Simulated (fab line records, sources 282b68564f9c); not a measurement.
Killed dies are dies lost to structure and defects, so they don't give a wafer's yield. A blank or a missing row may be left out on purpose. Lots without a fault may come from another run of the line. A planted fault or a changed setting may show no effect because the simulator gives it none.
Which tool did it? | flow rit_cmos | 14 lots, 42 wafers sampled, at 1 step of a route of 202

WHAT THE GAUGES READ, wafer by wafer
The record holds no reading of a measuring or inspecting step that can be judged against a usual standard deviation.

WHICH TOOL RAN EACH LOT (tool, then ch and the chambers of the sampled wafers, then the start)
lot  | RIT_NWELL_HARDBAKE_07
L858 | litho_track-03 ch 0, day 1 22:09
L862 | litho_track-01 ch 0, day 2 17:05
L863 | litho_track-03 ch 0, day 2 23:53
L864 | litho_track-03 ch 0, day 3 03:47
L865 | litho_track-01 ch 0, day 3 09:37
L866 | litho_track-01 ch 0, day 3 16:23
L867 | litho_track-01 ch 0, day 3 21:00
L868 | litho_track-04 ch 0, day 3 23:05
L869 | litho_track-04 ch 0, day 4 03:52
L870 | litho_track-03 ch 0, day 4 10:25
L871 | litho_track-03 ch 0, day 4 15:24
L874 | litho_track-03 ch 0, day 5 06:04
L875 | litho_track-04 ch 0, day 5 10:52
L876 | litho_track-03 ch 0, day 5 16:05
- RIT_NWELL_HARDBAKE_07: time 120 s.

WHAT THE TOOLS THEMSELVES READ (means of the sampled wafers that have a number; where no wafer has one, the mark that the record gives instead)
RIT_NWELL_HARDBAKE_07. Usual: heater_power_total_W 52.02 W, standard deviation 0.064; plate_temp_C 140.03 C, standard deviation 0.12.
lot  | tool           | heater_power_total_W (W) | plate_temp_C (C) | flag
L858 | litho_track-03 | 52.04                    | 140.12           |
L862 | litho_track-01 | 52.00                    | 139.96           |
L863 | litho_track-03 | 52.00                    | 140.10           |
L864 | litho_track-03 | 52.05                    | 140.14           |
L865 | litho_track-01 | 52.08                    | 139.97           |
L866 | litho_track-01 | 52.07                    | 140.01           |
L867 | litho_track-01 | 52.02                    | 140.04           |
L868 | litho_track-04 | 52.07                    | 139.89           |
L869 | litho_track-04 | 51.97                    | 140.02           |
L870 | litho_track-03 | 52.01                    | 140.05           |
L871 | litho_track-03 | 52.04                    | 140.01           |
L874 | litho_track-03 | 51.56                    | 139.14           | OFF
L875 | litho_track-04 | 52.10                    | 140.05           |
L876 | litho_track-03 | 51.51                    | 139.06           | OFF

THE ANSWER, worked out from the rows above alone
Rule: a lot is off if the mean of its wafers that have a number lies more than 3 standard deviations from the usual mean. A lot without any number at a reading at which 4 lots or more have one is off too. The other lots that the step has rows for count as sound. The gauges are gone through in route order, then the tools' own readings, and for those a lot's mean is taken as printed above. The first step at which some lot is off is used, and at that step the reading that is off furthest; a lot without a number counts as furthest.
Off: L874, L876, at RIT_NWELL_HARDBAKE_07 (plate_temp_C).
A tool fits if, at that step or a process step before it, it ran every lot that is off, and no sound lot after the first of them. One fits: litho_track-03 at RIT_NWELL_HARDBAKE_07. Its last sound lot is L871 (day 4 15:24), its first lot that is off L874 (day 5 06:04): a fault that began between those two fits.
The tool's own readings at RIT_NWELL_HARDBAKE_07 bear it out: on the lots that are off they differ by more than 5 times the standard deviation of the sound lots' means. heater_power_total_W reads 51.53 W there against 52.04 W on the sound lots; plate_temp_C reads 139.10 C there against 140.03 C on the sound lots.

WHAT THE SIMULATOR HAD PUT IN
Process parameter drift: litho_track-03, from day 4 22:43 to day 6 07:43, at RIT_NWELL_HARDBAKE_07. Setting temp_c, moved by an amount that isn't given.
Lots struck among those shown: L874, L876. The rule above found the same.
